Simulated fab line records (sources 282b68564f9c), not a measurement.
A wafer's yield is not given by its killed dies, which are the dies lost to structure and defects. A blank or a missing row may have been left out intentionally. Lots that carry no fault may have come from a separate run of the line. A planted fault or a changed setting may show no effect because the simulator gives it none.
fab line records	flow rit-cmos	part 1 of 2: steps 1 to 32 of 33
record lots=5	wafers=23
route steps=202 shown ACTIVE@2 FOX2@25 NWELL@36 PWELL@40 WELLDRIVE@50 PRETRO@72 GATE@84 M1@202
start-h: the number of hours between the record's first day and the start of the first shown wafer of the lot	wait-h: time in hours since the lot's previous step	" identical to the entry in the row above	L1.1+2: a row that stands for several wafers	- no value, or no start was given	* or withheld: withheld	< > ~ a bound
route shown NAME@n: NAME is a module with steps in the file, n the number in the route of the first one	usual: mean/standard deviation of fault-free wafers	same: alike in all rows	chamber/n: place in a boat	sites: per-site readings	_std_site: the values' standard deviation	_edge_site: mean of outer sites minus mean of inner sites	radius-mm: for every site, how far away it sits from the centre of the wafer	mask NAME#n: copy n	behind: the tool/chamber that last shaped the wafer	hold: why the lot was held/for how many hours/how that ended	device: which transistor (n, p or np) failed to switch	end of line: at the end of the route, the tests of the same wafers	a step without rows: its recipe alone	killed: at the first sort, the dies lost to defects and structure; wafer yield is something else	map: shows each die of a wafer: x if killed, . if not, _ if none is there
set.NAME: the setting as run; set.NAME@STEP: as run at that earlier step	model.NAME: the simulator's own value behind a step, which no gauge read
lots with deliberately changed settings; one table per step, one row per wafer
## steps
# step RIT_ACTIVE_OXIDATION_01
# recipe temp-c=1000	ambient=O2	target-thk-a=468	ox-time-s=3360
lot.wafer	tool	chamber	start-h	wait-h	set.temp-c	model.SiO2_of_ACTIVE_OXIDATION_01.thk-nm
L075.1	furnace-02	0	15.12	0.1	1000	47.33
L075.3	"	0	"	"	1000	47.21
L075.6	"	0	"	"	1000	47.13
L077.1	-	-	-	0.1	1010	51.4
L077.2	"	-	"	"	1010	50.78
L077.3	"	-	"	"	1010	51.02
L077.4	"	-	"	"	1010	51.28
L077.6	"	-	"	"	1010	51.48
L081.1	-	-	-	0.1	1026	60.1
L081.2	"	-	"	"	1026	59.92
L081.4	"	-	"	"	1026	60.45
L081.5	"	-	"	"	1026	60.14
L081.6	"	-	"	"	1026	60.25
L082.1	-	-	-	0.1	974.4	37.75
L082.2	"	-	"	"	974.4	37.65
L082.3	"	-	"	"	974.4	37.56
L082.4+6	"	-	"	"	974.4	37.96
L085.1	-	-	-	0.1	1029	61.17
L085.3	"	-	"	"	1029	60.8
L085.4	"	-	"	"	1029	61.31
L085.5	"	-	"	"	1029	60.73
L085.6	"	-	"	"	1029	60.87
# step RIT_ACTIVE_THK_MEAS_02
# recipe reads=SiO2_of_ACTIVE_OXIDATION_01
# usual ACTIVE_OXIDE_THK=47.2/0.91
lot.wafer	tool	chamber	start-h	wait-h	set.temp-c@ACTIVE_OXIDATION_01	ACTIVE_OXIDE_THK[nm]
L075.1	film-metro-04	-	17.05	0.0	1000	47.3
L075.3	"	-	"	"	1000	47.1
L075.6	"	-	"	"	1000	47.1
L077.1	film-metro-04	-	-	-	1010	51.4
L077.2	"	-	"	"	1010	50.7
L077.3	"	-	"	"	1010	51.0
L077.4	"	-	"	"	1010	51.3
L077.6	"	-	"	"	1010	51.5
L081.1	film-metro-04	-	-	-	1026	60.1
L081.2	"	-	"	"	1026	59.9
L081.4	"	-	"	"	1026	60.5
L081.5	"	-	"	"	1026	60.1
L081.6	"	-	"	"	1026	60.3
L082.1	film-metro-03	-	-	-	974.4	37.7
L082.2	"	-	"	"	974.4	37.6
L082.3	"	-	"	"	974.4	37.5
L082.4	"	-	"	"	974.4	38.0
L082.6	"	-	"	"	974.4	38.0
L085.1	film-metro-04	-	-	-	1029	61.1
L085.3	"	-	"	"	1029	60.8
L085.4	"	-	"	"	1029	61.3
L085.5	"	-	"	"	1029	60.7
L085.6	"	-	"	"	1029	60.9
# step RIT_ACTIVE_EXPOSE_08
# recipe mask-id=M1	na=0.6	source-shape=conventional	sigma-outer=0.6	target-cd-nm=1400	dose-mj=225
lot.wafer	tool	chamber	start-h	wait-h	mask	set.dose-mj
L075.1+3+6	iline-stepper-01	0	19.87	0.2	M1#0	225
L077.1+2+6	iline-stepper-01	0	29.90	0.2	M1#0	240.8
L077.3+4	"	0	"	"	M1#0	225
L081.1+2+4+5+6	iline-stepper-01	0	49.08	0.1	M1#0	225
L082.1+3	iline-stepper-01	0	54.04	0.1	M1#0	234.4
L082.2+4+6	"	0	"	"	M1#0	225
L085.1+4	iline-stepper-02	0	69.18	0.2	M1#0	225
L085.3+5+6	"	0	"	"	M1#0	230
# step RIT_ACTIVE_PEB_09
# recipe resist=NOVOLAK	temp-c=withheld	time-s=withheld
# step RIT_ACTIVE_DEVELOP_10
# recipe resist=NOVOLAK	develop-time-s=50	dev-temp-c=23
# step RIT_ACTIVE_CD_MEAS_11
# recipe target-cd-nm=1400
# usual cd-nm=1399.5/2.7
lot.wafer	tool	chamber	start-h	wait-h	set.dose-mj@ACTIVE_EXPOSE_08	cd-nm
L075.1	cd-sem-01	-	20.27	-	225	1399.5
L075.3	"	-	"	"	225	1397.9
L075.6	"	-	"	"	225	1397.2
L077.1	cd-sem-02	-	30.30	-	240.8	1382.5
L077.2	"	-	"	"	240.8	1382.0
L077.3	"	-	"	"	225	1403.4
L077.4	"	-	"	"	225	1401.1
L077.6	"	-	"	"	240.8	1380.3
L081.1	cd-sem-01	-	49.48	-	225	1397.2
L081.2	"	-	"	"	225	1397.2
L081.4	"	-	"	"	225	1396.4
L081.5	"	-	"	"	225	1398.9
L081.6	"	-	"	"	225	1399.3
L082.1	cd-sem-02	-	54.44	-	234.4	1384.7
L082.2	"	-	"	"	225	1397.1
L082.3	"	-	"	"	234.4	1386.0
L082.4	"	-	"	"	225	1398.3
L082.6	"	-	"	"	225	1396.5
L085.1	cd-sem-02	-	69.58	-	225	1401.4
L085.3	"	-	"	"	230	1394.4
L085.4	"	-	"	"	225	1402.9
L085.5	"	-	"	"	230	1394.9
L085.6	"	-	"	"	230	1397.9
# step RIT_ACTIVE_HARDBAKE_12
# recipe resist=NOVOLAK	temp-c=140	time-s=60
# step RIT_ACTIVE_ETCH_13
# recipe stop-on=SiO2	chemistry=SF6	target=Si3N4	time-s=210	over-etch-frac=0.4	SF6_flow_sccm=200	pressure-mtorr=260	rf-w=125	target-depth-a=2100
lot.wafer	tool	chamber	start-h	wait-h	set.dose-mj@ACTIVE_EXPOSE_08	model.ACTIVE.cd-nm
L075.1	rie-diel-02	1	20.54	0.1	225	1400
L075.3	"	0	"	"	225	1398
L075.6	"	1	"	"	225	1397
L077.1+2	rie-diel-03	0,1	30.57	0.1	240.8	1382
L077.3	"	2	"	"	225	-
L077.4	"	0	"	"	225	1401
L077.6	"	2	"	"	240.8	1380
L081.1+2+4	rie-diel-02	1,2,0	49.75	0.1	225	1397
L081.5	"	2	"	"	225	1399
L081.6	"	3	"	"	225	1400
L082.1	rie-diel-03	1	54.71	0.1	234.4	1385
L082.2	"	2	"	"	225	1397
L082.3	"	0	"	"	234.4	1386
L082.4	"	3	"	"	225	1398
L082.6	"	2	"	"	225	1396
L085.1	rie-diel-03	1	69.85	0.1	225	1401
L085.3	"	2	"	"	230	1394
L085.4	"	3	"	"	225	1403
L085.5	"	3	"	"	230	1395
L085.6	"	0	"	"	230	1398
# step RIT_ACTIVE_STRIP_14
# recipe chemistry=O2	time-s=180	resist=NOVOLAK	platen-temp-c=withheld	power-w=500	pressure-mtorr=4000	o2-flow-sccm=4000
# step RIT_ACTIVE_CD_MEAS_90
# recipe target-cd-nm=1400
# usual cd-nm=1399.6/2.7
lot.wafer	tool	chamber	start-h	wait-h	set.dose-mj@ACTIVE_EXPOSE_08	cd-nm
L075.1	cd-sem-02	-	20.85	0.1	225	1399.6
L075.3	"	-	"	"	225	1398.0
L075.6	"	-	"	"	225	1397.3
L077.1	cd-sem-02	-	30.88	0.1	240.8	1382.0
L077.2	"	-	"	"	240.8	1381.8
L077.3	"	-	"	"	225	1403.3
L077.4	"	-	"	"	225	1401.2
L077.6	"	-	"	"	240.8	1380.1
L081.1	cd-sem-02	-	50.05	0.1	225	1397.6
L081.2	"	-	"	"	225	1397.2
L081.4	"	-	"	"	225	1396.5
L081.5	"	-	"	"	225	1399.0
L081.6	"	-	"	"	225	1399.7
L082.1	cd-sem-02	-	55.02	0.1	234.4	1384.4
L082.2	"	-	"	"	225	1397.2
L082.3	"	-	"	"	234.4	1385.8
L082.4	"	-	"	"	225	1398.4
L082.6	"	-	"	"	225	1396.4
L085.1	cd-sem-02	-	70.15	0.1	225	1401.1
L085.3	"	-	"	"	230	1394.1
L085.4	"	-	"	"	225	1403.0
L085.5	"	-	"	"	230	1395.3
L085.6	"	-	"	"	230	1397.7
# step RIT_ACTIVE_CLEAN_15
# recipe chemistry=SC1	mix=3:3:50	time-s=600	temp-c=75
# step RIT_ACTIVE_CLEAN_16
# recipe chemistry=dHF	dilution=50:1	time-s=30
# step RIT_FOX2_CLEAN_02
# recipe chemistry=dHF	dilution=50:1	time-s=180
# step RIT_FOX2_WET_ETCH_03
# recipe chemistry=H3PO4	target=Si3N4	target-depth-nm=195	temp-c=165	time-s=2700
lot.wafer	tool	chamber	start-h	wait-h	set.temp-c@ACTIVE_OXIDATION_01	model.SiO2_of_ACTIVE_OXIDATION_01.thk-nm
L075.1	wet-bench-04	3	25.68	0.0	1000	42.02
L075.3	"	3	"	"	1000	41.91
L075.6	"	3	"	"	1000	41.86
L077.1	wet-bench-01	3	-	-	1010	45.2
L077.2	"	3	"	"	1010	44.95
L077.3	"	3	"	"	1010	45.12
L077.4	"	3	"	"	1010	45.1
L077.6	"	3	"	"	1010	45.53
L081.1	wet-bench-04	3	-	-	1026	53.69
L081.2	"	3	"	"	1026	53.56
L081.4	"	3	"	"	1026	54.02
L081.5	"	3	"	"	1026	53.72
L081.6	"	3	"	"	1026	53.84
L082.1	wet-bench-01	2	-	-	974.4	33.34
L082.2	"	2	"	"	974.4	33.2
L082.3	"	2	"	"	974.4	32.88
L082.4	"	2	"	"	974.4	33.74
L082.6	"	2	"	"	974.4	33.49
L085.1	wet-bench-04	0	-	-	1029	54.18
L085.3	"	0	"	"	1029	53.76
L085.4	"	0	"	"	1029	54.52
L085.5	"	0	"	"	1029	54.01
L085.6	"	0	"	"	1029	53.63
# step RIT_NWELL_IMPLANT_08
# recipe species=P	energy-kev=170	dose-cm2=5e+13	tilt-deg=7
lot.wafer	tool	chamber	start-h	wait-h	set.dose-cm2
L075.1+3+6	implanter-02	0	27.73	0.2	5e+13
L077.1+2+3	implanter-03	0	36.34	0.2	5.27e+13
L077.4+6	"	0	"	"	5e+13
L081.1+5+6	implanter-02	0	56.54	0.2	5e+13
L081.2+4	"	0	"	"	5.331e+13
L082.1+3+4	implanter-02	0	60.61	0.2	5.354e+13
L082.2+6	"	0	"	"	5e+13
L085.1+3+5	implanter-01	0	77.86	0.2	5e+13
L085.4+6	"	0	"	"	4.828e+13
# step RIT_NWELL_STRIP_09
# recipe chemistry=O2	time-s=180	resist=NOVOLAK	platen-temp-c=withheld	power-w=500	pressure-mtorr=4000	o2-flow-sccm=4000
# step RIT_NWELL_TW_MEAS_10
# usual NWELL_TW=2149/9.3
lot.wafer	tool	chamber	start-h	wait-h	set.dose-cm2@NWELL_IMPLANT_08	NWELL_TW
L075.1	film-metro-04	-	28.05	0.1	5e+13	2133
L075.3	"	-	"	"	5e+13	2142
L075.6	"	-	"	"	5e+13	2144
L077.1	film-metro-04	-	36.66	0.1	5.27e+13	2178
L077.2	"	-	"	"	5.27e+13	2171
L077.3	"	-	"	"	5.27e+13	2171
L077.4	"	-	"	"	5e+13	2132
L077.6	"	-	"	"	5e+13	2144
L081.1	film-metro-03	-	56.87	0.1	5e+13	2151
L081.2	"	-	"	"	5.331e+13	2197
L081.4	"	-	"	"	5.331e+13	2193
L081.5	"	-	"	"	5e+13	2147
L081.6	"	-	"	"	5e+13	2149
L082.1	film-metro-02	-	60.93	0.1	5.354e+13	2192
L082.2	"	-	"	"	5e+13	2146
L082.3	"	-	"	"	5.354e+13	2196
L082.4	"	-	"	"	5.354e+13	2198
L082.6	"	-	"	"	5e+13	2149
L085.1	film-metro-02	-	78.18	0.1	5e+13	2163
L085.3	"	-	"	"	5e+13	2147
L085.4	"	-	"	"	4.828e+13	2138
L085.5	"	-	"	"	5e+13	2161
L085.6	"	-	"	"	4.828e+13	2118
# step RIT_PWELL_COAT_01
# recipe resist=NOVOLAK	spin-rpm=2000	resist-thk-nm=1300
lot.wafer	tool	chamber	start-h	wait-h	set.resist-thk-nm	model.NOVOLAK_of_PWELL_COAT_01.thk-nm
L075.1	litho-track-01	0	28.26	0.1	1300	1298
L075.3	"	0	"	"	1300	1308
L075.6	"	0	"	"	1300	1303
L077.1	litho-track-04	0	36.87	0.1	1358	1359
L077.2	"	0	"	"	1358	1358
L077.3	"	0	"	"	1300	1298
L077.4	"	0	"	"	1358	1357
L077.6	"	0	"	"	1300	1299
L081.1	litho-track-03	0	57.08	0.1	1300	1306
L081.2	"	0	"	"	1247	1255
L081.4	"	0	"	"	1247	1251
L081.5	"	0	"	"	1300	1304
L081.6	"	0	"	"	1247	1254
L082.1+2	litho-track-04	0	61.26	0.1	1300	1292
L082.3	"	0	"	"	1300	1294
L082.4+6	"	0	"	"	1300	1295
L085.1	litho-track-04	0	78.39	0.1	1300	1297
L085.3	"	0	"	"	1332	1326
L085.4+6	"	0	"	"	1332	1329
L085.5	"	0	"	"	1300	1293
# step RIT_PWELL_SOFTBAKE_02
# recipe resist=NOVOLAK	temp-c=90	time-s=60
# step RIT_PWELL_EXPOSE_03
# recipe mask-id=M3	na=0.57	target-cd-nm=43700	dose-mj=250
# step RIT_PWELL_DEVELOP_05
# recipe resist=NOVOLAK	develop-time-s=68	dev-temp-c=23
# step RIT_PWELL_HARDBAKE_07
# recipe resist=NOVOLAK	temp-c=140	time-s=120
lot.wafer	tool	chamber	start-h	wait-h	set.resist-thk-nm@PWELL_COAT_01	model.NOVOLAK_of_PWELL_COAT_01.thk-nm
L075.1	litho-track-03	0	29.16	0.0	1300	1135
L075.3	"	0	"	"	1300	1144
L075.6	"	0	"	"	1300	1140
L077.1	litho-track-04	0	37.64	0.0	1358	1188
L077.2	"	0	"	"	1358	1187
L077.3	"	0	"	"	1300	1135
L077.4	"	0	"	"	1358	1186
L077.6	"	0	"	"	1300	1136
L081.1	litho-track-01	0	57.84	0.0	1300	1142
L081.2	"	0	"	"	1247	1098
L081.4	"	0	"	"	1247	1095
L081.5	"	0	"	"	1300	1140
L081.6	"	0	"	"	1247	1097
L082.1+2	litho-track-01	0	62.26	0.0	1300	1130
L082.3+4	"	0	"	"	1300	1132
L082.6	"	0	"	"	1300	1133
L085.1	litho-track-04	0	79.49	0.1	1300	1134
L085.3	"	0	"	"	1332	1159
L085.4+6	"	0	"	"	1332	1162
L085.5	"	0	"	"	1300	1131
# step RIT_PWELL_IMPLANT_08
# recipe species=B	energy-kev=167.2	dose-cm2=7e+13	tilt-deg=7
# step RIT_PWELL_STRIP_09
# recipe chemistry=O2	time-s=180	resist=NOVOLAK	platen-temp-c=withheld	power-w=487.7	pressure-mtorr=4000	o2-flow-sccm=4000
# step RIT_WELLDRIVE_ANNEAL_00
# recipe temp-c=1100	time-s=14700	ambient=N2
# step RIT_WELLDRIVE_RS_MEAS_01
# recipe thk-meas-gauge=four-point-probe
# usual NWELL_RS=275.6/0.88
lot.wafer	tool	chamber	start-h	wait-h	set.dose-cm2@NWELL_IMPLANT_08	NWELL_RS[ohm/sq]
L075.1	film-metro-04	-	34.98	0.0	5e+13	275.8
L075.3	"	-	"	"	5e+13	276.2
L075.6	"	-	"	"	5e+13	276.5
L077.1	film-metro-03	-	43.36	0.0	5.27e+13	266.5
L077.2	"	-	"	"	5.27e+13	266.0
L077.3	"	-	"	"	5.27e+13	265.9
L077.4	"	-	"	"	5e+13	274.9
L077.6	"	-	"	"	5e+13	274.7
L081.1	film-metro-04	-	63.57	0.0	5e+13	276.2
L081.2	"	-	"	"	5.331e+13	265.4
L081.4	"	-	"	"	5.331e+13	266.0
L081.5	"	-	"	"	5e+13	276.1
L081.6	"	-	"	"	5e+13	276.4
L082.1	film-metro-02	-	68.20	0.0	5.354e+13	264.2
L082.2	"	-	"	"	5e+13	274.0
L082.3	"	-	"	"	5.354e+13	263.5
L082.4	"	-	"	"	5.354e+13	263.6
L082.6	"	-	"	"	5e+13	275.3
L085.1	film-metro-02	-	85.21	0.0	5e+13	275.5
L085.3	"	-	"	"	5e+13	275.9
L085.4	"	-	"	"	4.828e+13	281.1
L085.5	"	-	"	"	5e+13	275.5
L085.6	"	-	"	"	4.828e+13	281.0
# step RIT_PRETRO_IMPLANT_08
# recipe species=B	energy-kev=45	dose-cm2=1.2e+13	tilt-deg=7
lot.wafer	tool	chamber	start-h	wait-h	set.dose-cm2
L075.1+3+6	implanter-03	0	38.13	0.2	1.2e+13
L077.1+3+6	implanter-04	0	46.78	0.2	1.173e+13
L077.2+4	"	0	"	"	1.2e+13
L081.1+2+4+5+6	implanter-04	0	66.73	0.2	1.2e+13
L082.1+4+6	implanter-04	0	71.30	0.2	1.287e+13
L082.2+3	"	0	"	"	1.2e+13
L085.1+5+6	implanter-04	0	88.23	0.2	1.2e+13
L085.3+4	"	0	"	"	1.145e+13
# step RIT_PRETRO_STRIP_09
# recipe chemistry=O2	time-s=180	resist=NOVOLAK	platen-temp-c=withheld	power-w=512.9	pressure-mtorr=4000	o2-flow-sccm=4000
# step RIT_PRETRO_TW_MEAS_10
# usual PRETRO_TW=475.5/2.9
lot.wafer	tool	chamber	start-h	wait-h	set.dose-cm2@PRETRO_IMPLANT_08	PRETRO_TW
L075.1	film-metro-04	-	38.46	0.1	1.2e+13	474.4
L075.3	"	-	"	"	1.2e+13	471.9
L075.6	"	-	"	"	1.2e+13	473.6
L077.1	film-metro-02	-	47.10	0.1	1.173e+13	473.1
L077.2	"	-	"	"	1.2e+13	474.7
L077.3	"	-	"	"	1.173e+13	473.3
L077.4	"	-	"	"	1.2e+13	475.5
L077.6	"	-	"	"	1.173e+13	476.0
L081.1	film-metro-02	-	67.06	0.1	1.2e+13	478.5
L081.2	"	-	"	"	1.2e+13	476.5
L081.4	"	-	"	"	1.2e+13	475.7
L081.5	"	-	"	"	1.2e+13	481.9
L081.6	"	-	"	"	1.2e+13	478.6
L082.1	film-metro-04	-	71.63	0.1	1.287e+13	485.7
L082.2	"	-	"	"	1.2e+13	474.9
L082.3	"	-	"	"	1.2e+13	475.6
L082.4	"	-	"	"	1.287e+13	485.3
L082.6	"	-	"	"	1.287e+13	485.1
L085.1	film-metro-04	-	88.56	0.1	1.2e+13	473.2
L085.3	"	-	"	"	1.145e+13	468.0
L085.4	"	-	"	"	1.145e+13	464.7
L085.5	"	-	"	"	1.2e+13	476.8
L085.6	"	-	"	"	1.2e+13	473.0
# step RIT_GATE_CVD_08
# recipe material=poly-Si	target-thk-nm=250	temp-c=610	precursor=SiH4	time-s=2220	pressure-mtorr=300	sih4-flow-sccm=100
lot.wafer	tool	chamber	start-h	wait-h	set.pressure-mtorr	model.poly-Si_of_GATE_CVD_08.thk-nm
L075.1	lpcvd-01	1	40.38	0.1	300	247.7
L075.3+6	"	1	"	"	300	245.7
L077.1	-	-	-	0.1	268	229.7
L077.2	"	-	"	"	268	229.9
L077.3+6	"	-	"	"	268	230.4
L077.4	"	-	"	"	268	230.5
L081.1	-	-	-	0.1	319.9	251.4
L081.2	"	-	"	"	319.9	250.7
L081.4	"	-	"	"	319.9	252
L081.5	"	-	"	"	319.9	252.5
L081.6	"	-	"	"	319.9	252.9
L082.1	-	-	-	0.1	259	227.1
L082.2	"	-	"	"	259	227.2
L082.3	"	-	"	"	259	226
L082.4	"	-	"	"	259	226.1
L082.6	"	-	"	"	259	227.4
L085.1	-	-	-	0.7	338.2	261.8
L085.3	"	-	"	"	338.2	261.5
L085.4	"	-	"	"	338.2	262.4
L085.5	"	-	"	"	338.2	261.3
L085.6	"	-	"	"	338.2	262.2
# step RIT_GATE_THK_MEAS_09
# recipe reads=poly-Si_of_GATE_CVD_08
# usual GATE_POLY_THK=248/3.9
lot.wafer	tool	chamber	start-h	wait-h	set.pressure-mtorr@GATE_CVD_08	GATE_POLY_THK[nm]
L075.1	film-metro-01	-	42.00	0.0	300	248
L075.3	"	-	"	"	300	246
L075.6	"	-	"	"	300	246
L077.1	film-metro-02	-	-	-	268	230
L077.2	"	-	"	"	268	230
L077.3	"	-	"	"	268	230
L077.4	"	-	"	"	268	231
L077.6	"	-	"	"	268	230
L081.1	film-metro-01	-	-	-	319.9	251
L081.2	"	-	"	"	319.9	251
L081.4	"	-	"	"	319.9	252
L081.5	"	-	"	"	319.9	253
L081.6	"	-	"	"	319.9	253
L082.1	film-metro-03	-	-	-	259	227
L082.2	"	-	"	"	259	227
L082.3	"	-	"	"	259	226
L082.4	"	-	"	"	259	226
L082.6	"	-	"	"	259	227
L085.1	film-metro-03	-	-	-	338.2	262
L085.3	"	-	"	"	338.2	262
L085.4	"	-	"	"	338.2	262
L085.5	"	-	"	"	338.2	261
L085.6	"	-	"	"	338.2	262
# step RIT_GATE_ETCH_19
# recipe chemistry=SF6/CHF3/O2	time-s=165	SF6_flow_sccm=30	CHF3_flow_sccm=30	O2_flow_sccm=5	target=poly-Si	pressure-mtorr=40	rf-w=160	target-depth-a=3125	over-etch-frac=0.25	stop-on=SiO2
lot.wafer	tool	chamber	start-h	wait-h	set.over-etch-frac	set.pressure-mtorr@GATE_CVD_08	model.GATE.feature-depth-nm	model.etch.depth-nm
L075.1	rie-si-01	2	43.34	0.1	0.25	300	247.7	247.7
L075.3+6	"	1	"	"	0.25	300	245.7	245.7
L077.1	rie-si-01	1	51.89	0.1	0.2159	268	229.7	-
L077.2	"	0	"	"	0.2159	268	229.9	229.9
L077.3	"	2	"	"	0.2159	268	230.4	-
L077.4	"	3	"	"	0.25	268	230.5	230.5
L077.6	"	0	"	"	0.25	268	230.4	230.4
L081.1	rie-si-01	2	71.94	0.1	0.2938	319.9	251.4	251.4
L081.2	"	1	"	"	0.2938	319.9	250.7	250.7
L081.4	"	3	"	"	0.2938	319.9	252	252
L081.5	"	3	"	"	0.25	319.9	252.5	252.5
L081.6	"	2	"	"	0.25	319.9	252.9	252.9
L082.1	rie-si-02	2	79.02	0.1	0.25	259	227.1	227.1
L082.2	"	1	"	"	0.3223	259	227.2	227.2
L082.3	"	0	"	"	0.25	259	226	226
L082.4	"	3	"	"	0.3223	259	226.1	226.1
L082.6	"	1	"	"	0.25	259	227.4	227.4
L085.1	rie-si-01	2	94.06	0.1	0.25	338.2	261.8	261.8
L085.3	"	1	"	"	0.25	338.2	261.5	261.5
L085.4	"	0	"	"	0.1816	338.2	262.4	262.4
L085.5	"	1	"	"	0.1816	338.2	261.3	261.3
L085.6	"	0	"	"	0.25	338.2	262.2	262.2
## key
split step=RIT_ACTIVE_OXIDATION_01	setting=temp-c	stated=1000	by=lot
response step=RIT_ACTIVE_OXIDATION_01	reading=model.SiO2_of_ACTIVE_OXIDATION_01.thk-nm	change=+4.32	per=1%	r=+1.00
response step=RIT_ACTIVE_THK_MEAS_02	reading=ACTIVE_OXIDE_THK	change=+4.32	per=1%	r=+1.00
response step=RIT_FOX2_WET_ETCH_03	reading=model.SiO2_of_ACTIVE_OXIDATION_01.thk-nm	change=+3.89	per=1%	r=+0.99
response step=RIT_M1_PROBE_99	reading=model.etest.pldd.width-nm	change=-43.6	per=1%	r=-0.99
response step=RIT_M1_PROBE_99	reading=model.etest.nldd.width-nm	change=-43.4	per=1%	r=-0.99
response step=RIT_M1_PROBE_99	reading=model.etest.pplus-sal.width-nm	change=-20.9	per=1%	r=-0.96
response step=RIT_M1_PROBE_99	reading=model.etest.nmos-narrow.drive-ua-um	change=-13.2	per=1%	r=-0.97
response step=RIT_M1_PROBE_99	reading=model.etest.pmos-narrow.drive-ua-um	change=-5.44	per=1%	r=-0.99
split step=RIT_ACTIVE_EXPOSE_08	setting=dose-mj	stated=225	by=wafer
response step=RIT_ACTIVE_CD_MEAS_11	reading=cd-nm	change=-2.92	per=1%	r=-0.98
response step=RIT_ACTIVE_ETCH_13	reading=model.ACTIVE.cd-nm	change=-2.86	per=1%	r=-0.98
response step=RIT_ACTIVE_CD_MEAS_90	reading=cd-nm	change=-2.96	per=1%	r=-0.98
split step=RIT_NWELL_IMPLANT_08	setting=dose-cm2	stated=5e+13	by=wafer
response step=RIT_NWELL_TW_MEAS_10	reading=NWELL_TW	change=+6.93	per=1%	r=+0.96
response step=RIT_WELLDRIVE_RS_MEAS_01	reading=NWELL_RS	change=-1.57	per=1%	r=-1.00
split step=RIT_PWELL_COAT_01	setting=resist-thk-nm	stated=1300	by=wafer
response step=RIT_PWELL_COAT_01	reading=model.NOVOLAK_of_PWELL_COAT_01.thk-nm	change=+13.1	per=1%	r=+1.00
response step=RIT_PWELL_HARDBAKE_07	reading=model.NOVOLAK_of_PWELL_COAT_01.thk-nm	change=+11.3	per=1%	r=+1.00
split step=RIT_PRETRO_IMPLANT_08	setting=dose-cm2	stated=1.2e+13	by=wafer
response step=RIT_PRETRO_TW_MEAS_10	reading=PRETRO_TW	change=+1.42	per=1%	r=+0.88
split step=RIT_GATE_CVD_08	setting=pressure-mtorr	stated=300	by=lot
response step=RIT_GATE_CVD_08	reading=model.poly-Si_of_GATE_CVD_08.thk-nm	change=+1.31	per=1%	r=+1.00
response step=RIT_GATE_THK_MEAS_09	reading=GATE_POLY_THK	change=+1.32	per=1%	r=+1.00
response step=RIT_GATE_ETCH_19	reading=model.GATE.feature-depth-nm	change=+1.31	per=1%	r=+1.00
response step=RIT_GATE_ETCH_19	reading=model.etch.depth-nm	change=+1.31	per=1%	r=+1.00
split step=RIT_GATE_ETCH_19	setting=over-etch-frac	stated=0.25	by=wafer
response none clear
